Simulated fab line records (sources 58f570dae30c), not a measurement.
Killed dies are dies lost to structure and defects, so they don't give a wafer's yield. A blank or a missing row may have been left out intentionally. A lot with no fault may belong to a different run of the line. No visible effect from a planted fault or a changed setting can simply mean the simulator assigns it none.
A struck lot beside a sound one | flow berkeley-cmos170 | 23 steps out of a route of 331
Sound: the wafers L986.2, L986.4, L986.6. The struck wafers were L101.1, L101.3, L101.4. The cause is named last.
Each step with rows lists, per side, the tool, then ch with its chambers, then its first start. Under that, the readings that differ: sound wafers | struck wafers | difference of the means | sigmas: that difference in standard deviations of wafers without a fault.
alike: readings with means less than 2 such deviations apart, plus words and numbers identical on both sides. not compared: withheld readings, readings lacking a value on some wafer, bounds such as >300 that could conceal the same value, and numbers that have no deviation in the record and whose values overlap.
A row with sigmas, a row that says differs or no value, or rows on one side alone: a step with any of these is where the two part. Non-overlapping numbers with no deviation appear without sigmas and do not part them. A reading missing from all wafers of one side parts the sides only when that side holds two or more wafers.

UCB170_NWELL_ETCH_13: etches Si3N4 in CH3F/Ar/O2, stops on SiO2, target depth 246.4 nm, time 154 s.
  sound on rie-diel-04 ch 0,1,2, day 3 23:59; struck on rie-diel-04 ch 1,2,3, day 6 19:58
  alike: drypump-motor-current-A, oes-product-au, throttle-valve-pct
  not compared: rf-hours-counter-h
then, 1 step without rows for these wafers: UCB170_NWELL_IMPLANT_14.
UCB170_NWELL_STRIP_15: strips in O2.
  sound on plasma-asher-04 ch 0,1, day 4 00:14; struck on plasma-asher-04 ch 0,1, day 6 20:13
  alike: drypump-motor-current-A, oes-product-au, strip-time-to-endpoint-s
  not compared: rf-hours-counter-h
UCB170_NWELL_TW_MEAS_16:
  sound: film-metro-01 at day 4 00:20; struck: film-metro-02 at day 6 20:19
  alike: NWELL_TW
then, 6 steps without rows for these wafers: UCB170_NWELL_CLEAN_17 (cleans in SPM, time 600 s); UCB170_NWELL_WET_ETCH_18 (etches Si3N4 in H3PO4, time 14400 s); UCB170_NWELL_WET_ETCH_19 (etches SiO2 in BOE, time 22 s); UCB170_PWELL_CLEAN_00 (cleans in SPM, time 600 s); UCB170_PWELL_CLEAN_01 (cleans in dHF, time 60 s); UCB170_PWELL_OXIDATION_02 (target thk 26.4 nm, ox time 1260 s).
UCB170_PWELL_THK_MEAS_03:
  sound: film-metro-01 at day 4 08:56; struck: film-metro-03 at day 7 04:34
  reading              | sound          | struck         | difference | sigmas
  PWELL_OXIDE_THK (nm) | 25.5 25.9 25.8 | 26.6 26.6 26.9 | +1.0       | +2
then, 1 step without rows for these wafers: UCB170_PWELL_ANNEAL_04 (time 900 s).
UCB170_PWELL_CVD_05: deposits Si3N4 from SiH2Cl2/NH3, target thk 220 nm, time 3300 s.
  sound on lpcvd-01 ch 1, day 4 13:40; struck on lpcvd-01 ch 0, day 7 07:43
  reading                                 | sound             | struck          | difference | sigmas
  model.Si3N4_of_PWELL_CVD_05.thk-nm (nm) | 219.3 219.7 221.1 | 403.9 403 401.4 | +182.7     |
  alike: zone-power-load-pct
UCB170_PWELL_THK_MEAS_06:
  sound: film-metro-03 at day 4 15:36; struck: film-metro-04 at day 7 09:41
  reading                | sound             | struck            | difference | sigmas
  PWELL_NITRIDE_THK (nm) | 219.2 219.8 221.1 | 403.6 403.3 401.2 | +182.7     | +96
then, 6 steps without rows for these wafers: UCB170_PWELL_HMDS_07 (prime time 60 s); UCB170_PWELL_COAT_08 (resist thk 900 nm); UCB170_PWELL_SOFTBAKE_09 (time 60 s); UCB170_PWELL_EXPOSE_10 (exposes mask PWELL, target cd 3000 nm); UCB170_PWELL_PEB_11; UCB170_PWELL_DEVELOP_12 (develop time 45 s).
UCB170_PWELL_OVL_MEAS_13:
  sound: overlay-02 at day 4 16:37; struck: overlay-02 at day 7 11:10
  reading        | sound  | struck   | difference | sigmas
  PWELL_OVL (nm) | 8 8 10 | -3 -3 -5 | -12        | -2
UCB170_PWELL_ETCH_14: etches Si3N4 in CH3F/Ar/O2, stops on SiO2, target depth 242 nm, time 151 s.
  sound on rie-diel-04 ch 0,1,3, day 4 16:39; struck on rie-diel-01 ch 0,2,3, day 7 11:13
  reading                  | sound             | struck            | difference | sigmas
  oes-product-au (a.u.)    | 0.928 0.935 0.957 | 1.016 1.013 1.004 | +0.071     | +5
  model.etch.depth-nm (nm) | 219.3 219.7 221.1 | 247.7 243.5 233.7 | +21.6      |
  alike: drypump-motor-current-A, throttle-valve-pct
  not compared: rf-hours-counter-h
then, 1 step without rows for these wafers: UCB170_PWELL_IMPLANT_15.

== WHERE THEY PART ==
Earliest at UCB170_PWELL_THK_MEAS_03; latest, in this record, at UCB170_PWELL_ETCH_14.

WHY: what had been put in by the simulator
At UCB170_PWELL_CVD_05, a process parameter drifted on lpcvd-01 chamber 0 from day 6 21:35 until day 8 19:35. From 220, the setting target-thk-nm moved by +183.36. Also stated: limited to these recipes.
